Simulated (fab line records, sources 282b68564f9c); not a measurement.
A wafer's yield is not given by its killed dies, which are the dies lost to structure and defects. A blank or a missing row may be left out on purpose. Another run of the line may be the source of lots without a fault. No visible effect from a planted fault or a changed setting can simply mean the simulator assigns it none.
A struck lot beside a sound one ; flow rit cmos ; 43 steps out of a route of 202
Sound: wafers L398.1, L398.2, L398.5. Wafers struck: L420.2, L420.5, L420.6. Last of all comes the cause.
Each step with rows lists, per side, the tool, then ch with its chambers, then its first start. Under that, the readings that differ: sound wafers ; struck wafers ; difference of the means ; sigmas: that difference in standard deviations of wafers without a fault.
alike: readings with means less than 2 such deviations apart, plus words and numbers identical on both sides. not compared: withheld readings, readings lacking a value on some wafer, bounds such as >300 that could conceal the same value, and numbers that have no deviation in the record and whose values overlap.
The two part at a step that has a row with sigmas, a row that says differs or no value, or rows on one side only. Numbers that have no deviation but don't overlap get no sigmas and don't part them. A reading missing from all wafers of one side parts the sides only when that side holds two or more wafers.

first, 1 step without rows for these wafers: RIT_GATE_CVD_08 (deposits poly-Si from SiH4, target thk 250 nm, time 2220 s).
RIT_GATE_THK_MEAS_09:
  sound: film metro-04 at day 2 23:14; struck: film metro-01 at day 8 02:16
  alike: GATE_POLY_THK
then, 6 steps without rows for these wafers: RIT_GATE_HMDS_10 (prime time 60 s); RIT_GATE_COAT_11 (resist thk 850 nm); RIT_GATE_SOFTBAKE_12 (time 60 s); RIT_GATE_EXPOSE_13 (exposes mask M6, target cd 150 nm); RIT_GATE_PEB_14; RIT_GATE_DEVELOP_15 (develop time 50 s).
RIT_GATE_CD_MEAS_16: the cd target is 150 nm.
  sound: cd sem-01 at day 3 00:16; struck: cd sem-01 at day 8 03:40
  alike: cd nm
RIT_GATE_OVL_MEAS_17:
  sound: overlay-01 at day 3 00:23; struck: overlay-02 at day 8 03:46
  alike: GATE_OVL
then, 1 step without rows for these wafers: RIT_GATE_HARDBAKE_18 (time 60 s).
RIT_GATE_ETCH_19: etches poly-Si in SF6/CHF3/O2, stops on SiO2, time 165 s, target depth 312.5 nm.
  sound on rie si-02 ch 0,1,2, day 3 00:34; struck on rie si-01 ch 1,2,3, day 8 03:57
  alike: drypump motor current A, oes product au, throttle valve pct
  not compared: rf hours counter h
RIT_GATE_STRIP_20: strips in O2, time 180 s.
  sound on plasma asher-04 ch 0,1, day 3 00:41; struck on plasma asher-01 ch 0,1, day 8 04:04
  alike: drypump motor current A
  not compared: rf hours counter h
RIT_GATE_CD_MEAS_90: the cd target is 150 nm.
  sound: cd sem-02 at day 3 00:52; struck: cd sem-01 at day 8 04:15
  alike: cd nm
then, 4 steps without rows for these wafers: RIT_REOX_CLEAN_00 (cleans in SC1, time 600 s); RIT_REOX_CLEAN_01 (cleans in dHF, time 30 s); RIT_REOX_CLEAN_02 (cleans in SC2, time 600 s); RIT_REOX_OXIDATION_03 (target thk 25.2 nm, ox time 5580 s).
RIT_REOX_THK_MEAS_04:
  sound: film metro-04 at day 3 04:17; struck: film metro-03 at day 8 07:52
  alike: REOX_OXIDE_THK
then, 6 steps without rows for these wafers: RIT_NLDD_HMDS_00 (prime time 60 s); RIT_NLDD_COAT_01 (resist thk 1000 nm); RIT_NLDD_SOFTBAKE_02 (time 60 s); RIT_NLDD_EXPOSE_03 (exposes mask M7, target cd 40700 nm); RIT_NLDD_PEB_04; RIT_NLDD_DEVELOP_05 (develop time 50 s).
RIT_NLDD_OVL_MEAS_06:
  sound: overlay-02 at day 3 05:19; struck: overlay-01 at day 8 08:47
  alike: NLDD_OVL
then, 2 steps without rows for these wafers: RIT_NLDD_HARDBAKE_07 (time 60 s); RIT_NLDD_IMPLANT_08.
RIT_NLDD_STRIP_09: strips in O2, time 180 s.
  sound on plasma asher-02 ch 0,1, day 3 05:39; struck on plasma asher-01 ch 0,1, day 8 09:07
  alike: drypump motor current A
  not compared: rf hours counter h
RIT_NLDD_TW_MEAS_10:
  sound: film metro-01 at day 3 05:50; struck: film metro-02 at day 8 09:19
  alike: NLDD_TW
then, 6 steps without rows for these wafers: RIT_PLDD_HMDS_00 (prime time 60 s); RIT_PLDD_COAT_01 (resist thk 1000 nm); RIT_PLDD_SOFTBAKE_02 (time 60 s); RIT_PLDD_EXPOSE_03 (exposes mask M8, target cd 40900 nm); RIT_PLDD_PEB_04; RIT_PLDD_DEVELOP_05 (develop time 50 s).
RIT_PLDD_OVL_MEAS_06:
  sound: overlay-01 at day 3 07:01; struck: overlay-01 at day 8 10:40
  alike: PLDD_OVL
then, 2 steps without rows for these wafers: RIT_PLDD_HARDBAKE_07 (time 60 s); RIT_PLDD_IMPLANT_08.
RIT_PLDD_STRIP_09: strips in O2, time 180 s.
  sound on plasma asher-04 ch 0,1, day 3 07:20; struck on plasma asher-03 ch 0,1, day 8 11:09
reading;sound;struck;difference;sigmas
drypump motor current A (A);5.4 5.8 5.4;6.8 6.8 6.0;+1.0;+2
  not compared: rf hours counter h
RIT_PLDD_TW_MEAS_10:
  sound: film metro-02 at day 3 07:31; struck: film metro-01 at day 8 11:20
  alike: PLDD_TW
then, 1 step without rows for these wafers: RIT_SPACER_CLEAN_00 (cleans in SC1, time 600 s).
RIT_M1_PROBE_99:
  only the struck wafers here have rows in the record (prober-02, day 9 02:23); the sound ones have none

== WHERE THEY PART ==
Last at RIT_M1_PROBE_99 as far as this record goes, first at RIT_PLDD_STRIP_09.

WHY: whatever the simulator had introduced
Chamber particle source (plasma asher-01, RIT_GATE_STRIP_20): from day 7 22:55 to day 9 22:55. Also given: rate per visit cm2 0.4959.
